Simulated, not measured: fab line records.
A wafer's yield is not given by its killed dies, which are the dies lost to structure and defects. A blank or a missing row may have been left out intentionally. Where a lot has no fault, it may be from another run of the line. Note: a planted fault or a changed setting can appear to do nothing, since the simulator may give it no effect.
Which of the tools did it? + flow berkeley cmos170 + 14 lots, 42 wafers sampled, at 5 steps of a route of 331

## WHAT EACH GAUGE READ, for each wafer
UCB170_NSD_TW_MEAS_10.
| lot  | measured     | on            | NSD_TW            |
|------|--------------|---------------|-------------------|
| L478 | day 6 22:18  | film metro-02 | 4153 4168 4164    |
| L480 | day 7 06:50  | film metro-02 | 4178 4144 4144    |
| L479 | day 7 06:59  | film metro-01 | 4204 4218 4224    |
| L481 | day 8 01:28  | film metro-01 | 4229 4253 4245    |
| L483 | day 8 09:56  | film metro-01 | 4227 4239 4239    |
| L487 | day 8 15:11  | film metro-03 | 30 30 30 30 30 30 |
| L482 | day 8 15:50  | film metro-01 | 30 30 30 30 30 30 |
| L484 | day 8 15:34  | film metro-03 | 30 30 30 30 30 30 |
| L486 | day 9 06:19  | film metro-02 | 4127 4164 4126    |
| L490 | day 10 10:39 | film metro-03 | 4151 4173 4157    |
| L495 | day 10 15:47 | film metro-02 | 4165 4142 4156    |
| L493 | day 10 16:04 | film metro-02 | 4176 4185 4152    |
| L496 | day 11 03:54 | film metro-01 | 4191 4187 4184    |
| L498 | day 11 12:41 | film metro-01 | 4190 4193 4203    |

## TOOL THAT RAN EACH LOT (tool first, then ch and the chambers of the sampled wafers, then the start)
| lot  | UCB170_GATE_ETCH_14                | UCB170_NLDD_STRIP_10                 | UCB170_PSD_STRIP_09                  | UCB170_NSD_STRIP_09                  |
|------|------------------------------------|--------------------------------------|--------------------------------------|--------------------------------------|
| L478 | rie diel-03 ch 0,2,3, day 6 07:47  | plasma asher-01 ch 0, day 6 11:19    | plasma asher-01 ch 0,1, day 6 20:16  | plasma asher-03 ch 0,1, day 6 22:11  |
| L480 | rie diel-04 ch 0,1, day 6 17:29    | plasma asher-02 ch 0, day 6 21:57    | plasma asher-01 ch 0,1, day 7 03:51  | plasma asher-03 ch 0,1, day 7 06:42  |
| L479 | rie diel-03 ch 0,1,2, day 6 18:00  | plasma asher-01 ch 0,1, day 6 22:35  | plasma asher-01 ch 0,1, day 7 04:08  | plasma asher-02 ch 0,1, day 7 06:53  |
| L481 | rie diel-04 ch 1,2, day 7 11:56    | plasma asher-01 ch 1, day 7 16:04    | plasma asher-01 ch 1, day 7 22:27    | plasma asher-02 ch 0,1, day 8 01:22  |
| L483 | rie diel-03 ch 0,1, day 7 18:08    | plasma asher-02 ch 0,1, day 7 22:18  | plasma asher-03 ch 0,1, day 8 05:53  | plasma asher-01 ch 0,1, day 8 09:50  |
| L487 | rie diel-04 ch 0,1,2, day 8 00:23  | plasma asher-02 ch 0, day 8 05:14    | plasma asher-01 ch 0,1, day 8 13:32  | plasma asher-03 ch 0,1, day 8 15:05  |
| L482 | rie diel-03 ch 0,1, day 8 00:40    | plasma asher-01 ch 0,1, day 8 05:31  | plasma asher-01 ch 1, day 8 14:08    | plasma asher-01 ch 0,1, day 8 15:44  |
| L484 | rie diel-03 ch 0,2,3, day 8 00:55  | plasma asher-02 ch 0,1, day 8 05:53  | plasma asher-03 ch 0,1, day 8 13:47  | plasma asher-02 ch 0,1, day 8 15:27  |
| L486 | rie diel-04 ch 0,2,3, day 8 17:52  | plasma asher-01 ch 0,1, day 8 22:22  | plasma asher-01 ch 0,1, day 9 04:25  | plasma asher-01 ch 0,1, day 9 06:13  |
| L490 | rie diel-02 ch 0,2,3, day 9 20:59  | plasma asher-02 ch 0,1, day 10 00:51 | plasma asher-03 ch 0,1, day 10 08:01 | plasma asher-01 ch 0,1, day 10 10:33 |
| L495 | rie diel-03 ch 0,1,3, day 10 01:40 | plasma asher-02 ch 0,1, day 10 07:47 | plasma asher-04 ch 0,1, day 10 13:07 | plasma asher-01 ch 0,1, day 10 15:41 |
| L493 | rie diel-04 ch 1,2,3, day 10 01:54 | plasma asher-02 ch 0,1, day 10 08:32 | plasma asher-01 ch 0,1, day 10 13:28 | plasma asher-01 ch 0,1, day 10 15:58 |
| L496 | rie diel-02 ch 0,1, day 10 10:58   | plasma asher-04 ch 0,1, day 10 19:08 | plasma asher-03 ch 0,1, day 11 01:35 | plasma asher-02 ch 0,1, day 11 03:48 |
| L498 | rie diel-03 ch 0,1,2, day 10 23:15 | plasma asher-04 ch 0,1, day 11 03:34 | plasma asher-01 ch 0,1, day 11 09:49 | plasma asher-03 ch 0,1, day 11 12:31 |
- UCB170_GATE_ETCH_14: etches BARC in N2/H2.
- UCB170_NLDD_STRIP_10: strips in O2.
- UCB170_PSD_STRIP_09: strips in O2.
- UCB170_NSD_STRIP_09: strips in O2.

## AS READ BY THE TOOLS THEMSELVES (means over the sampled wafers that have a number; for cases with no such wafer, the mark the record gives instead)
UCB170_GATE_ETCH_14.
| lot  | tool        | drypump motor current A (A) | oes product au (a.u.) | throttle valve pct (%) |
|------|-------------|-----------------------------|-----------------------|------------------------|
| L478 | rie diel-03 | 5.7                         | 1.007                 | 13.28                  |
| L480 | rie diel-04 | 6.3                         | 0.990                 | 13.29                  |
| L479 | rie diel-03 | 5.5                         | 1.013                 | 13.34                  |
| L481 | rie diel-04 | 5.6                         | 1.011                 | 13.25                  |
| L483 | rie diel-03 | 5.8                         | 1.012                 | 13.30                  |
| L487 | rie diel-04 | 5.9                         | 0.999                 | 13.27                  |
| L482 | rie diel-03 | 5.7                         | 1.011                 | 13.23                  |
| L484 | rie diel-03 | 5.8                         | 1.017                 | 13.28                  |
| L486 | rie diel-04 | 5.9                         | 0.999                 | 13.32                  |
| L490 | rie diel-02 | 5.8                         | 0.990                 | 13.36                  |
| L495 | rie diel-03 | 6.0                         | 1.003                 | 13.18                  |
| L493 | rie diel-04 | 5.8                         | 1.007                 | 13.27                  |
| L496 | rie diel-02 | 6.1                         | 0.982                 | 13.13                  |
| L498 | rie diel-03 | 5.5                         | 1.022                 | 13.34                  |

UCB170_NLDD_STRIP_10.
| lot  | tool            | chamber pressure mTorr (mTorr) | drypump motor current A (A) | oes product au (a.u.) | strip time to endpoint s (s) |
|------|-----------------|--------------------------------|-----------------------------|-----------------------|------------------------------|
| L478 | plasma asher-01 | 3499                           | 6.1                         | 0.736                 | 21.71                        |
| L480 | plasma asher-02 | 3496                           | 6.4                         | 0.734                 | 21.67                        |
| L479 | plasma asher-01 | 3504                           | 5.9                         | 0.733                 | 21.62                        |
| L481 | plasma asher-01 | 3497                           | 5.8                         | 0.736                 | 21.72                        |
| L483 | plasma asher-02 | 3501                           | 5.8                         | 0.732                 | 21.61                        |
| L487 | plasma asher-02 | 3503                           | 6.4                         | 0.732                 | 21.62                        |
| L482 | plasma asher-01 | 3497                           | 5.9                         | 0.736                 | 21.67                        |
| L484 | plasma asher-02 | 3499                           | 5.9                         | 0.736                 | 21.65                        |
| L486 | plasma asher-01 | 3501                           | 6.0                         | 0.737                 | 21.68                        |
| L490 | plasma asher-02 | 3500                           | 5.3                         | 0.733                 | 21.68                        |
| L495 | plasma asher-02 | 3499                           | 5.8                         | 0.738                 | 21.63                        |
| L493 | plasma asher-02 | 3499                           | 5.8                         | 0.735                 | 21.64                        |
| L496 | plasma asher-04 | 3498                           | 5.1                         | 0.735                 | 21.72                        |
| L498 | plasma asher-04 | 3501                           | 5.2                         | 0.733                 | 21.67                        |

UCB170_PSD_STRIP_09.
| lot  | tool            | chamber pressure mTorr (mTorr) | drypump motor current A (A) | oes product au (a.u.) | strip time to endpoint s (s) |
|------|-----------------|--------------------------------|-----------------------------|-----------------------|------------------------------|
| L478 | plasma asher-01 | 3499.9                         | 5.87                        | 0.604                 | 29.46                        |
| L480 | plasma asher-01 | 3497.9                         | 5.88                        | 0.603                 | 29.39                        |
| L479 | plasma asher-01 | 3495.5                         | 5.89                        | 0.602                 | 29.48                        |
| L481 | plasma asher-01 | 3501.7                         | 5.77                        | 0.601                 | 29.37                        |
| L483 | plasma asher-03 | 3500.1                         | 6.16                        | 0.599                 | 29.41                        |
| L487 | plasma asher-01 | -                              | -                           | -                     | -                            |
| L482 | plasma asher-01 | -                              | -                           | -                     | -                            |
| L484 | plasma asher-03 | -                              | -                           | -                     | -                            |
| L486 | plasma asher-01 | 3500.3                         | 5.90                        | 0.599                 | 29.40                        |
| L490 | plasma asher-03 | 3502.7                         | 6.14                        | 0.599                 | 29.42                        |
| L495 | plasma asher-04 | 3500.3                         | 5.15                        | 0.602                 | 29.42                        |
| L493 | plasma asher-01 | 3498.8                         | 5.89                        | 0.602                 | 29.41                        |
| L496 | plasma asher-03 | 3503.1                         | 6.15                        | 0.598                 | 29.44                        |
| L498 | plasma asher-01 | 3501.2                         | 6.00                        | 0.600                 | 29.49                        |

UCB170_NSD_STRIP_09.
| lot  | tool            | chamber pressure mTorr (mTorr) | drypump motor current A (A) | oes product au (a.u.) | strip time to endpoint s (s) |
|------|-----------------|--------------------------------|-----------------------------|-----------------------|------------------------------|
| L478 | plasma asher-03 | 3499                           | 6.2                         | 0.534                 | 35.75                        |
| L480 | plasma asher-03 | 3496                           | 6.2                         | 0.538                 | 35.78                        |
| L479 | plasma asher-02 | 3499                           | 5.3                         | 0.534                 | 35.89                        |
| L481 | plasma asher-02 | 3496                           | 5.3                         | 0.534                 | 35.81                        |
| L483 | plasma asher-01 | 3500                           | 6.0                         | 0.535                 | 35.74                        |
| L487 | plasma asher-03 | 3498                           | 6.1                         | 0.622                 | 62.01                        |
| L482 | plasma asher-01 | 3499                           | 6.0                         | 0.622                 | 62.00                        |
| L484 | plasma asher-02 | 3501                           | 5.8                         | 0.621                 | 62.09                        |
| L486 | plasma asher-01 | 3502                           | 5.9                         | 0.532                 | 35.79                        |
| L490 | plasma asher-01 | 3499                           | 5.9                         | 0.534                 | 35.77                        |
| L495 | plasma asher-01 | 3502                           | 5.9                         | 0.535                 | 35.87                        |
| L493 | plasma asher-01 | 3502                           | 6.0                         | 0.533                 | 35.94                        |
| L496 | plasma asher-02 | 3499                           | 5.3                         | 0.537                 | 35.81                        |
| L498 | plasma asher-03 | 3501                           | 6.1                         | 0.533                 | 35.95                        |

## THE ANSWER, worked out from the rows above alone
Rule: the lots themselves supply what counts as usual. The widest of any qualifying gaps counts: lots, ordered by their means at a reading, are off when they make up no more than a third of the lots, leave a main group of 4 or more, and stand apart from it by 3 or more times the standard deviation of that group's means. A main group whose means are all the same, to the digits that the tables above print for the reading, isn't used. A lot without any number at a reading at which 4 lots or more have one is off too. Where the step has rows for the other lots, those lots are counted as sound. The gauges are gone through in route order, then the tools' own readings, and for those a lot's mean is taken as printed above. The first step at which some lot is off is used, and at that step the reading that is off furthest; a lot without a number counts as furthest.
Off: L487, L482, L484, seen at UCB170_NSD_TW_MEAS_10 (NSD_TW). The main group: mean 4183, standard deviation 33.
A tool fits if, at a process step before that reading, it ran every lot that is off, and no sound lot after the first of them. The gauges at UCB170_NSD_TW_MEAS_10 aren't tried: what is off there is off at UCB170_PSD_STRIP_09 too, on other tools, and a gauge's error can't cause that. Not one of the candidates tried fits.

## WHAT THE SIMULATOR PUT IN
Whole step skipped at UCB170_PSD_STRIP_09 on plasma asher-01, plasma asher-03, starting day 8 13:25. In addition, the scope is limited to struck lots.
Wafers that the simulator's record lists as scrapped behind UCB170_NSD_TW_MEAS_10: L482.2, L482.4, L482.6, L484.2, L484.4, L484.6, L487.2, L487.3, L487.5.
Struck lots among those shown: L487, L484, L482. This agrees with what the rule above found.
